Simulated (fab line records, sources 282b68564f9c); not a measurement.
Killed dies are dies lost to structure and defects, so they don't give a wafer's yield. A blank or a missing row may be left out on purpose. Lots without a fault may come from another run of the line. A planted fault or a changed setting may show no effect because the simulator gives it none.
A struck lot beside a sound one | flow rit_cmos | 17 steps out of a route of 202
Sound: wafers L530.1, L530.2, L530.3. Struck: wafers L533.2, L533.5, L533.6. The cause comes at the end.
At each step with rows: each side's tool, then ch and its chambers, then its first start. Under that, the readings that differ: sound wafers | struck wafers | difference of the means | sigmas: that difference in standard deviations of wafers without a fault.
alike: readings whose means differ by less than 2 such deviations, and words and numbers that are the same on both sides. not compared: withheld readings, readings that some wafer has no value for, bounds like >300 that may hide the same value, and numbers for which the record gives no deviation and whose values overlap.
The two part at a step that has a row with sigmas, a row that says differs or no value, or rows on one side only. Numbers that don't overlap but have no deviation are shown without sigmas and don't part them. A reading that every wafer of one side lacks parts them only if that side has two wafers or more.

RIT_PWELL_TW_MEAS_10:
  sound on film_metro-03, day 3 03:25; struck on film_metro-01, day 4 07:29
  reading  | sound       | struck      | difference | sigmas
  PWELL_TW | 964 965 960 | 941 940 942 | -22        | -3
then, 1 step without rows for these wafers: RIT_WELLDRIVE_ANNEAL_00 (time 14700 s).
RIT_WELLDRIVE_RS_MEAS_01: measures by four-point-probe.
  sound on film_metro-04, day 3 13:08; struck on film_metro-04, day 4 16:28
  alike: NWELL_RS
RIT_WELLDRIVE_RS_MEAS_02: measures by four-point-probe.
  sound on film_metro-04, day 3 13:16; struck on film_metro-04, day 4 16:35
  alike: PWELL_RS
then, 6 steps without rows for these wafers: RIT_NRETRO_HMDS_00 (prime time 60 s); RIT_NRETRO_COAT_01 (resist thk 1300 nm); RIT_NRETRO_SOFTBAKE_02 (time 60 s); RIT_NRETRO_EXPOSE_03 (exposes mask M4, target cd 43900 nm); RIT_NRETRO_PEB_04; RIT_NRETRO_DEVELOP_05 (develop time 68 s).
RIT_NRETRO_OVL_MEAS_06:
  sound on overlay-01, day 3 14:16; struck on overlay-02, day 4 17:49
  alike: NRETRO_OVL
then, 1 step without rows for these wafers: RIT_NRETRO_HARDBAKE_07 (time 120 s).
RIT_NRETRO_IMPLANT_08:
  sound on implanter-02 ch 0, day 3 14:33; struck on implanter-03 ch 0, day 4 18:07
  reading            | sound                            | struck                           | difference  | sigmas
  dose_ions_cm2      | 1.0018e+13 1.0012e+13 1.0017e+13 | 1.3705e+13 1.3691e+13 1.3707e+13 | +3.6853e+12 | +99 or more
  faraday_current_uA | 31.4 31.4 31.4                   | 42.9 43.6 43.7                   | +12.0       | +21
RIT_NRETRO_STRIP_09: strips in O2, time 180 s.
  sound on plasma_asher-04 ch 0,1, day 3 14:42; struck on plasma_asher-04 ch 0,1, day 4 18:14
  alike: drypump_motor_current_A
  not compared: rf_hours_counter_h
RIT_NRETRO_TW_MEAS_10:
  sound on film_metro-03, day 3 14:52; struck on film_metro-02, day 4 18:26
  reading   | sound          | struck         | difference | sigmas
  NRETRO_TW | 1061 1051 1058 | 1176 1177 1170 | +118       | +11
then, 1 step without rows for these wafers: RIT_PRETRO_HMDS_00 (prime time 60 s).
RIT_M1_PROBE_99:
  sound on prober-02, day 5 10:47; struck on prober-01, day 6 08:05
  alike: killed_at_M0_to_M3, killed_at_contacts, killed_at_front_end, killed_dies, killed_open, killed_short

WHERE THEY PART
First at RIT_PWELL_TW_MEAS_10; last, within this record, at RIT_NRETRO_TW_MEAS_10. Later steps at which nothing parts them and some readings are alike: RIT_M1_PROBE_99.

WHY: what the simulator had put in
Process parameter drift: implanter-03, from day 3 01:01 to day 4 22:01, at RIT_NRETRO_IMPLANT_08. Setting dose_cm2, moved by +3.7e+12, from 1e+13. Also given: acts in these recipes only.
